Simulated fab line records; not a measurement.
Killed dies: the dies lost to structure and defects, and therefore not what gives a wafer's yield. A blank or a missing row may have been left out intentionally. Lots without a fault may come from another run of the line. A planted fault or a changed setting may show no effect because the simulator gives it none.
Which tool did it? || flow berkeley cmos170 || 45 wafers sampled from 15 lots at 1 step of a route of 331

## WHAT EACH GAUGE READ, for each wafer
UCB170_START_BOW_MEAS_00. Usual: INCOMING_BOW 1 um, standard deviation 6.6.
{"lot": "L685", "measured": "day 1 15:00", "on": "film metro-03", "INCOMING_BOW (um)": "-7 -5 -2", "flag": ""}
{"lot": "L686", "measured": "day 1 20:04", "on": "film metro-03", "INCOMING_BOW (um)": "-6 -6 0", "flag": ""}
{"lot": "L687", "measured": "day 2 01:00", "on": "film metro-03", "INCOMING_BOW (um)": "10 -7 -9", "flag": ""}
{"lot": "L688", "measured": "day 2 06:00", "on": "film metro-02", "INCOMING_BOW (um)": "0 -7 -3", "flag": ""}
{"lot": "L689", "measured": "day 2 11:01", "on": "film metro-01", "INCOMING_BOW (um)": "2 -2 -1", "flag": ""}
{"lot": "L690", "measured": "day 2 16:01", "on": "film metro-03", "INCOMING_BOW (um)": "8 -7 11", "flag": ""}
{"lot": "L691", "measured": "day 2 21:02", "on": "film metro-01", "INCOMING_BOW (um)": "3 4 0", "flag": ""}
{"lot": "L692", "measured": "day 3 02:02", "on": "film metro-02", "INCOMING_BOW (um)": "1 4 7", "flag": ""}
{"lot": "L693", "measured": "day 3 07:02", "on": "film metro-03", "INCOMING_BOW (um)": "10 5 10", "flag": ""}
{"lot": "L696", "measured": "day 3 22:01", "on": "film metro-01", "INCOMING_BOW (um)": "-1 8 0", "flag": ""}
{"lot": "L697", "measured": "day 4 03:00", "on": "film metro-02", "INCOMING_BOW (um)": "5 9 -1", "flag": ""}
{"lot": "L702", "measured": "day 5 04:00", "on": "film metro-03", "INCOMING_BOW (um)": "0 2 -5", "flag": ""}
{"lot": "L704", "measured": "day 5 14:00", "on": "film metro-03", "INCOMING_BOW (um)": "4 3 2", "flag": ""}
{"lot": "L706", "measured": "day 6 00:01", "on": "film metro-03", "INCOMING_BOW (um)": "0 19 2", "flag": ""}
{"lot": "L707", "measured": "day 6 05:02", "on": "film metro-01", "INCOMING_BOW (um)": "5 -4 4", "flag": ""}

## TOOL THAT RAN EACH LOT (tool first, then ch and the chambers of the sampled wafers, then the start)
Before these readings, the record contains no process step.

## WHAT THE TOOLS THEMSELVES READ (means of the sampled wafers that have a number; where no wafer has one, the mark that the record gives instead)
The record holds no such reading with a usual standard deviation.

## THE ANSWER, worked out from the rows above alone
Rule: a lot is off if the mean of its wafers that have a number lies more than 3 standard deviations from the usual mean. Also off: a lot with no number at a reading for which 4 or more lots have one. Any other lot the step has rows for is counted as sound. Order of review: gauges by route order, followed by the tools' own readings, for which a lot's mean as printed above is used. The first step at which some lot is off is used, and at that step the reading that is off furthest; a lot without a number counts as furthest.
No lot is off on any of the readings shown, so nothing can be concluded from this.

## WHAT HAD BEEN PUT IN BY THE SIMULATOR
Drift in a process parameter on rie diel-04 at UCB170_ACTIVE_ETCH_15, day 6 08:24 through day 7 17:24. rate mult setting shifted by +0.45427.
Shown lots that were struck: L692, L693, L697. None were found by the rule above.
